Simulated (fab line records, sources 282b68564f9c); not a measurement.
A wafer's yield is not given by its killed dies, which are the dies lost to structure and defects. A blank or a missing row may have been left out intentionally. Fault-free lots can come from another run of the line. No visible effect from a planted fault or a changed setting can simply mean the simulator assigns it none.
What tool caused it? -- flow rit cmos -- 16 lots, 48 wafers sampled, at 3 steps of a route of 202

WHAT THE GAUGES READ, wafer by wafer
RIT_SILICIDE_RS_MEAS_02: a four-point-probe measurement. Usual: SILICIDE_TI_RS typically reads 47.6 ohm/sq, with standard deviation 0.51.
lot,measured,on,SILICIDE_TI_RS (ohm/sq),flag
L196,day 3 03:37,film metro-03,47.5 47.5 47.0,
L197,day 3 08:28,film metro-04,47.6 47.5 47.9,
L198,day 3 13:22,film metro-04,48.6 48.4 47.9,
L200,day 3 23:27,film metro-03,48.5 48.3 48.2,
L202,day 4 08:45,film metro-03,47.6 47.4 47.1,
L203,day 4 12:36,film metro-01,47.4 47.1 47.0,
L205,day 5 00:38,film metro-03,47.3 47.8 47.6,
L206,day 5 04:00,film metro-03,47.2 47.2 47.7,
L207,day 5 08:56,film metro-03,48.5 48.5 48.0,
L208,day 5 15:52,film metro-01,46.5 46.9 47.1,
L209,day 5 21:05,film metro-04,67.7 66.4 66.5,OFF
L210,day 6 00:20,film metro-04,64.8 65.2 65.6,OFF
L212,day 6 09:21,film metro-01,65.5 64.9 66.2,OFF
L214,day 6 22:46,film metro-03,66.3 66.0 66.0,OFF
L217,day 7 11:32,film metro-01,46.3 47.2 47.1,
L219,day 7 22:56,film metro-03,48.4 47.9 47.9,

RIT_SILICIDE_THK_MEAS_03: measures by xrf. Usual: SILICIDE_TI_THK typically reads 30.31 nm, with standard deviation 0.27.
lot,measured,on,SILICIDE_TI_THK (nm),flag
L196,day 3 03:44,film metro-03,30.47 30.47 30.71,
L197,day 3 08:35,film metro-04,30.38 30.35 30.07,
L198,day 3 13:28,film metro-04,29.69 29.75 30.13,
L200,day 3 23:34,film metro-03,30.08 30.21 30.10,
L202,day 4 08:52,film metro-03,30.41 30.52 30.59,
L203,day 4 12:42,film metro-01,30.23 30.34 30.44,
L205,day 5 00:46,film metro-03,30.56 30.22 30.59,
L206,day 5 04:07,film metro-03,30.72 30.62 30.35,
L207,day 5 09:03,film metro-03,30.04 29.97 30.30,
L208,day 5 15:58,film metro-01,30.67 30.58 30.22,
L209,day 5 21:11,film metro-04,24.63 24.95 24.84,OFF
L210,day 6 00:27,film metro-04,25.37 25.21 25.27,OFF
L212,day 6 09:28,film metro-01,25.12 25.33 24.98,OFF
L214,day 6 22:53,film metro-03,25.04 25.23 25.19,OFF
L217,day 7 11:40,film metro-01,30.87 30.39 30.36,
L219,day 7 23:02,film metro-03,30.00 30.42 30.24,

WHAT TOOL EACH LOT RAN ON (gives the tool, then ch and the chambers of the sampled wafers, and finally the start)
lot,RIT_SILICIDE_SPUTTER_01
L196,"pvd sputter-01, day 3 03:26"
L197,"pvd sputter-04, day 3 08:17"
L198,"pvd sputter-01, day 3 13:11"
L200,"pvd sputter-01, day 3 23:18"
L202,"pvd sputter-02, day 4 08:35"
L203,"pvd sputter-04, day 4 12:25"
L205,"pvd sputter-04, day 5 00:29"
L206,"pvd sputter-02, day 5 03:50"
L207,"pvd sputter-04, day 5 08:47"
L208,"pvd sputter-02, day 5 15:41"
L209,"pvd sputter-04, day 5 20:55"
L210,"pvd sputter-04, day 6 00:11"
L212,"pvd sputter-04, day 6 09:11"
L214,"pvd sputter-04, day 6 22:37"
L217,"pvd sputter-01, day 7 11:23"
L219,"pvd sputter-01, day 7 22:46"
- RIT_SILICIDE_SPUTTER_01: material Ti, target thk 30 nm, time 240 s.

WHAT THE TOOLS THEMSELVES READ (means of the sampled wafers that have a number; where no wafer has one, the mark that the record gives instead)
RIT_SILICIDE_SPUTTER_01. Usual: chamber pressure pa 0.6670 Pa, standard deviation 0.0015; throttle valve pct 29.9 %, standard deviation 1.
lot,tool,chamber pressure pa (Pa),throttle valve pct (%),flag
L196,pvd sputter-01,0.6657,29.1,
L197,pvd sputter-04,0.6658,29.4,
L198,pvd sputter-01,0.6670,30.3,
L200,pvd sputter-01,0.6673,29.9,
L202,pvd sputter-02,0.6674,30.6,
L203,pvd sputter-04,0.6677,29.5,
L205,pvd sputter-04,0.6676,29.5,
L206,pvd sputter-02,0.6676,30.5,
L207,pvd sputter-04,0.6679,30.4,
L208,pvd sputter-02,0.6679,30.6,
L209,pvd sputter-04,0.6667,29.9,
L210,pvd sputter-04,0.6688,30.4,
L212,pvd sputter-04,0.6667,29.5,
L214,pvd sputter-04,0.6696,30.0,
L217,pvd sputter-01,0.6660,30.1,
L219,pvd sputter-01,0.6674,28.9,

THE ANSWER, worked out from the rows above alone
Rule: lot off if the mean of its wafers having a number is beyond 3 standard deviations from the usual mean. Also off: a lot with no number at a reading for which 4 or more lots have one. Where the step has rows for the other lots, those lots are counted as sound. First the gauges in route order, then the tools' own readings, where a lot's mean is used as printed above. At the first step where some lot is off, the reading lying furthest off is the one used; lots without a number count as furthest.
Off: at RIT_SILICIDE_RS_MEAS_02 (SILICIDE_TI_RS), L209, L210, L212, L214.
A tool fits if, at a process step before that reading, it ran every lot that is off, and no sound lot after the first of them. Those tools and the gauges at RIT_SILICIDE_RS_MEAS_02 are tried in the same way. One candidate fits, namely pvd sputter-04 at RIT_SILICIDE_SPUTTER_01. A fault onset in the window from L207 (day 5 08:47, its last sound lot) to L209 (day 5 20:55, its first lot off) fits.

WHAT HAD BEEN PUT IN BY THE SIMULATOR
Site profile drift: pvd sputter-04, from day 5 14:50 on, at RIT_SILICIDE_SPUTTER_01. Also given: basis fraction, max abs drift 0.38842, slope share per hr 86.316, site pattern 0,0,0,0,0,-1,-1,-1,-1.
Shown lots that were struck: L209, L210, L212, L214. The same result came from the rule above.
